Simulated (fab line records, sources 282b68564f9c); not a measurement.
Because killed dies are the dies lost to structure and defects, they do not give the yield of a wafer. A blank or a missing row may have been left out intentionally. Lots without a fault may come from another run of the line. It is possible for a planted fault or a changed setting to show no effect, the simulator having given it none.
A lot that was struck, set against a sound lot :: flow rit cmos :: 17 out of 202 route steps
Sound: wafers L181.1, L181.2, L181.5. The struck wafers were L185.1, L185.2, L185.6. At the end, the cause is stated.
Each step with rows lists, per side, the tool, then ch with its chambers, then its first start. Under that, the readings that differ: sound wafers :: struck wafers :: difference of the means :: sigmas: that difference in standard deviations of wafers without a fault.
alike: readings with means less than 2 such deviations apart, plus words and numbers identical on both sides. not compared: withheld readings, readings lacking a value on some wafer, bounds such as >300 that could conceal the same value, and numbers that have no deviation in the record and whose values overlap.
The two part at a step that has a row with sigmas, a row that says differs or no value, or rows on one side only. Numbers that don't overlap but have no deviation are shown without sigmas and don't part them. Lack of a reading on every wafer of one side parts them only where that side has two or more wafers.

RIT_FOX2_THK_MEAS_01:
  sound on film metro-01, day 2 11:44; struck on film metro-01, day 3 02:45
  alike: FOX2_OXIDE_THK
then, 2 steps without rows for these wafers: RIT_FOX2_CLEAN_02 (cleans in dHF, time 180 s); RIT_FOX2_WET_ETCH_03 (etches Si3N4 in H3PO4, target depth 195 nm, time 2700 s).
RIT_FOX2_THK_MEAS_90:
  sound on film metro-02, day 2 12:40; struck on film metro-01, day 3 04:32
  alike: FIELD_OXIDE_LEFT_1_THK
then, 6 steps without rows for these wafers: RIT_NWELL_HMDS_00 (prime time 61.17 s); RIT_NWELL_COAT_01 (resist thk 1300 nm); RIT_NWELL_SOFTBAKE_02 (time 60 s); RIT_NWELL_EXPOSE_03 (exposes mask M2, target cd 43900 nm); RIT_NWELL_PEB_04; RIT_NWELL_DEVELOP_05 (develop time 68 s).
RIT_NWELL_OVL_MEAS_06:
  sound on overlay-01, day 2 13:37; struck on overlay-01, day 3 05:30
  alike: NWELL_OVL
then, 1 step without rows for these wafers: RIT_NWELL_HARDBAKE_07 (time 120 s).
RIT_NWELL_IMPLANT_08:
  sound on implanter-02 ch 0, day 2 13:54; struck on implanter-04 ch 0, day 3 05:47
reading: beam energy keV
sound: 170.00 169.97 169.97
struck: 214.16 214.19 214.19
difference: +44.20
sigmas: +99 or more

reading: model.implant.rp nm (nm)
sound: 203.7 203.7 203.7
struck: 265.9 265.9 265.9
difference: +62.2
sigmas: 

reading: model.implant.drp nm (nm)
sound: 68.82 68.82 68.82
struck: 81.3 81.3 81.3
difference: +12.5
sigmas: 
  alike: end station pressure torr
RIT_NWELL_STRIP_09: strips in O2, time 180 s.
  sound on plasma asher-04 ch 0,1, day 2 14:03; struck on plasma asher-01 ch 0,1, day 3 05:56
  alike: drypump motor current A
  not compared: rf hours counter h
RIT_NWELL_TW_MEAS_10:
  sound on film metro-04, day 2 14:13; struck on film metro-02, day 3 06:07
reading: NWELL_TW
sound: 2114 2123 2128
struck: 2242 2249 2241
difference: +122
sigmas: +8
then, 1 step without rows for these wafers: RIT_PWELL_HMDS_00 (prime time 60 s).
RIT_M1_PROBE_99:
  sound on prober-02, day 4 04:25; struck on prober-02, day 4 19:45
reading: model.etest.field p metal.vt v (V)
sound: -28.31 -28.44 -28.11
struck: -40.14 -39.27 -39.59
difference: -11.38
sigmas: 

reading: model.etest.nwell pinched.rs ohm sq
sound: 340.6 338.2 336.9
struck: 330.3 332.3 335.9
difference: -5.7
sigmas: 

reading: model.etest.field p.vt v (V)
sound: -12.09 -12.33 -12.22
struck: -17.56 -17.44 -17.51
difference: -5.29
sigmas: 

reading: model.etest.well edge right.line ohm um
sound: 187.6 184.5 185
struck: 180.1 182.6 182.3
difference: -4.0
sigmas: 

reading: model.etest.iso nwell nwell.bv v (V)
sound: 22.01 22.13 22.16
struck: 20.64 20.93 20.6
difference: -1.38
sigmas: 

reading: model.etest.iso pplus pwell.lateral log10 a um
sound: -9.309 -9.259 -9.259
struck: -9.406 -9.38 -9.405
difference: -0.121
sigmas: 
  alike: killed at contacts, killed at front end, killed dies, killed open, killed short
  not compared: model.etest.well edge left.line ohm um, model.etest.iso nwell nwell.lateral log10 a um

## WHERE THEY PART
Earliest at RIT_NWELL_IMPLANT_08; latest, in this record, at RIT_NWELL_TW_MEAS_10. Later steps at which nothing parts them and some readings are alike: RIT_M1_PROBE_99.

WHY: the cause the simulator had injected
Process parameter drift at RIT_NWELL_IMPLANT_08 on implanter-04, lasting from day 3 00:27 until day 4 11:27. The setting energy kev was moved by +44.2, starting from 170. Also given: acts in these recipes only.
